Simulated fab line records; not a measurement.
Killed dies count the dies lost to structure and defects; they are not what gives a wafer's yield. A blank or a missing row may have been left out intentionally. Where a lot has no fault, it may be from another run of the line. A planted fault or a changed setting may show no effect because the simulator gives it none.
Problem report in the 8D (eight disciplines) form, filled by code -- flow rit-cmos -- the parts of the form that need people (team, actions taken, sign-off) are left out

== 1. PROBLEM STATEMENT ==
Mean of run-length-s at RIT_PSD_SOFTBAKE_02: 78.82 s across 9 wafers in 3 lots; on wafers with no fault it is 89.20 s (standard deviation 0.12). Relative to the usual mean, that is a shift of -87 standard deviations.
The step: time 60 s.
First observed at day 5 18:19: wafer L851.4, on litho-track-02. The record holds 45 wafers of 15 lots with a number at this step. Rule for "out", or "out of limits": more than 4 standard deviations from the usual mean. Any other wafer with a number is counted as sound.

== 2. WHAT IT IS, AND WHAT IT ISN'T ==
question,is,is not
which readings at this step,"run-length-s, heater-power-total-W",-
which lots,"L851, L853, L854","L839, L840, L841, L842, L843, L844, L845, L849, L856, L857, L859, L860"
which wafers of those lots,all that have a number,-
read on which tools,litho-track-02,"litho-track-01, litho-track-04"
when,from day 5 18:19,"up to then (24 sound wafers); but 12 sound wafers of L856, L857, L859, L860 came after"

== 3. SUSPECTS, AND WHAT RULES EACH OUT ==
Counting: any tool at a process step up to the reading is kept as a suspect provided that every lot that is out went through it and no sound lot did after the first of them.
- litho-track-02 at RIT_PSD_SOFTBAKE_02 (time 60 s): kept. It processed each lot that is out, first L851 at day 5 18:19, and no sound lot thereafter; up to then, the last sound lot it processed was L844 at day 4 07:04. Its own readings are out on those wafers: heater-power-total-W, run-length-s.
After counting, what remains is litho-track-02 at RIT_PSD_SOFTBAKE_02.

== 4. THE CAUSE (what the simulator had put in) ==
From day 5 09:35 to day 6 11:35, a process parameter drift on litho-track-02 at RIT_PSD_SOFTBAKE_02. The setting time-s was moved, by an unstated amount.
The count eliminated every tool but this one.

== 5. THE EFFECT CHAIN, in route order ==
Each row: a reading whose mean over the struck wafers that have a number lies more than 3 standard deviations from the usual. Scope: only readings with a usual standard deviation given in the record; hours: median across lots of the time from each lot's start at the first step in this table that gives one to its start at this step; sigmas: change in usual standard deviations.
hours,step,reading,usual,on struck wafers,change,sigmas
0,RIT_PSD_SOFTBAKE_02,heater-power-total-W,34.56 W,36.47,+1.91,+38
0,RIT_PSD_SOFTBAKE_02,run-length-s,89.20 s,78.82,-10.38,-87
The process steps in it:
- RIT_PSD_SOFTBAKE_02: time 60 s.
Readings that are blank on the struck wafers while sound wafers have them: plate-temp-C at RIT_PSD_SOFTBAKE_02.

== 6. WHAT WOULD HAVE CAUGHT IT SOONER ==
In this record no reading fell out of limits until day 5 18:19, 9 hours after the fault had begun at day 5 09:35.
